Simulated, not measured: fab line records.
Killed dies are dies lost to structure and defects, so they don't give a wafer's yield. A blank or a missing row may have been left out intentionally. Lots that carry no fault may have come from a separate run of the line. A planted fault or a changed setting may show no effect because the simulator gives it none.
2 desks, one fault ; flow berkeley-cmos170 ; every desk sees just its own numbers, and what lay behind them comes last

== THE METROLOGY DESK ==
Lot by lot, what the gauges showed, no matter which tool ran the lot: averages of those sampled wafers that carry a number. If a lot's mean is further than 4 standard deviations from the usual mean, the lot is out of limits and carries the mark OUT (the distance appears in the brackets).
Columns: A = cd-nm at UCB170_V1_CD_MEAS_12, usual 700.2 nm; B = V1_OVL at UCB170_V1_OVL_MEAS_13, usual -1 nm; C = cd-nm at UCB170_V1_CD_MEAS_90, usual 699.7 nm; D = M2_AL_RS at UCB170_M2_RS_MEAS_02, usual 0.0312 ohm/sq; E = M2_AL_THK at UCB170_M2_THK_MEAS_03, usual 930 nm; F = cd-nm at UCB170_M2_CD_MEAS_15, usual 699.7 nm; G = M2_OVL at UCB170_M2_OVL_MEAS_16, usual 2 nm
lot;first seen here;A;B;C;D;E;F;G
L356;day 9 04:41;698.9;-5;698.9;0.0316;913;702.5;-5
L357;day 9 04:47;699.2;-8;699.2;0.0316;909;701.6;-1
L364;day 10 03:53;699.0;-1;699.2;0.0308;940;699.6;4
L368;day 11 16:20;698.1;-2;695.9;0.0314;922;698.3;-1
L370;day 11 23:43;698.9;-8;699.6;0.0314;919;698.2;7
Finding of this desk: none of the 5 lots has anything out of limits.

== TOOL OWNER'S DESK, pvd-sputter-04 ==
The tool's own readings at UCB170_M2_SPUTTER_01 (material Al, target thk 900 nm, time 120 s): means of the sampled wafers that have a number, for each lot that ran on this tool. If a lot's mean is further than 4 standard deviations from the usual mean, the lot is out of limits and carries the mark OUT (the distance appears in the brackets).
Columns: A = throttle-valve-pct at UCB170_M2_SPUTTER_01, usual 29.7 %
lot;first seen here;A
L356;day 9 05:16;28.8
L364;day 10 04:29;29.7
Finding of this desk: none of the 2 lots has anything out of limits.

== BROUGHT TOGETHER ==
From the metrology desk's view, nothing was out of limits.
The desk of the tool owner found nothing out of limits.

== WHAT THE SIMULATOR HAD INSERTED ==
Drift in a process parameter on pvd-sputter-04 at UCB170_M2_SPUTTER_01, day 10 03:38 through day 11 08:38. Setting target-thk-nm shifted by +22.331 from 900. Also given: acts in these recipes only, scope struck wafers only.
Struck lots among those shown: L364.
